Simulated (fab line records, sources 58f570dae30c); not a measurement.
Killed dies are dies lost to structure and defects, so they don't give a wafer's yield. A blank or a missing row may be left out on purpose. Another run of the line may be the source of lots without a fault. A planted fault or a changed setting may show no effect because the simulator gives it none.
2 desks looking at one fault || flow berkeley-cmos170 || what lay behind the numbers comes last; until then each desk has only its own

## AT THE METROLOGY DESK
What the gauges read for every lot (on any tool): the sampled wafers with a number, averaged. Any lot whose mean is over 4 standard deviations away from the usual mean is out of limits and marked OUT; that distance is given in the brackets.
Columns: A = cd-nm at UCB170_V1_CD_MEAS_12, usual 699.3 nm; B = cd-nm at UCB170_M2_CD_MEAS_15, usual 700.2 nm
{"lot": "L238", "first seen here": "day 7 17:32", "A": 699.1, "B": 702.3}
{"lot": "L237", "first seen here": "day 7 17:34", "A": 699.0, "B": 699.6}
{"lot": "L236", "first seen here": "day 7 17:43", "A": 699.4, "B": 699.4}
{"lot": "L240", "first seen here": "day 8 00:49", "A": 700.7, "B": 700.8}
{"lot": "L239", "first seen here": "day 8 01:03", "A": 699.5, "B": 701.8}
{"lot": "L243", "first seen here": "day 9 02:11", "A": 700.3, "B": 699.2}
{"lot": "L244", "first seen here": "day 9 02:25", "A": 702.0, "B": 697.8}
{"lot": "L242", "first seen here": "day 9 02:57", "A": 700.4, "B": 700.0}
{"lot": "L241", "first seen here": "day 9 03:10", "A": 697.6, "B": 701.5}
{"lot": "L253", "first seen here": "day 10 22:38", "A": 696.4, "B": 700.2}
{"lot": "L257", "first seen here": "day 11 08:45", "A": 699.6, "B": 699.6}
{"lot": "L258", "first seen here": "day 12 00:46", "A": 699.2, "B": 700.3}
{"lot": "L259", "first seen here": "day 12 14:49", "A": 702.7, "B": 698.7}
This desk's finding: nothing out of limits on any of the 13 lots.

## THE TOOL OWNER'S DESK: rie-diel-02
The tool's own readings at UCB170_M2_ETCH_17 (etches BARC in N2/H2): means of the sampled wafers that have a number, for each lot that ran on this tool. Any lot whose mean is over 4 standard deviations away from the usual mean is out of limits and marked OUT; that distance is given in the brackets.
Columns: A = drypump-motor-current-A at UCB170_M2_ETCH_17, usual 5.5 A; B = oes-product-au at UCB170_M2_ETCH_17, usual 1.004 a.u.; C = throttle-valve-pct at UCB170_M2_ETCH_17, usual 13.27 %
{"lot": "L238", "first seen here": "day 7 20:56", "A": 5.6, "B": 1.013, "C": 13.24}
{"lot": "L240", "first seen here": "day 8 03:49", "A": 5.4, "B": 1.020, "C": 13.34}
{"lot": "L243", "first seen here": "day 9 05:22", "A": 5.3, "B": 0.991, "C": 13.19}
{"lot": "L241", "first seen here": "day 9 06:59", "A": 5.9, "B": 0.999, "C": 13.27}
{"lot": "L253", "first seen here": "day 11 01:30", "A": 5.0, "B": 1.045, "C": 13.13}
This desk's finding: nothing out of limits on any of the 5 lots.

## PUT TOGETHER
The metrology desk saw nothing out of limits.
The tool owner's desk saw nothing out of limits.

## WHAT THE SIMULATOR HAD PUT IN
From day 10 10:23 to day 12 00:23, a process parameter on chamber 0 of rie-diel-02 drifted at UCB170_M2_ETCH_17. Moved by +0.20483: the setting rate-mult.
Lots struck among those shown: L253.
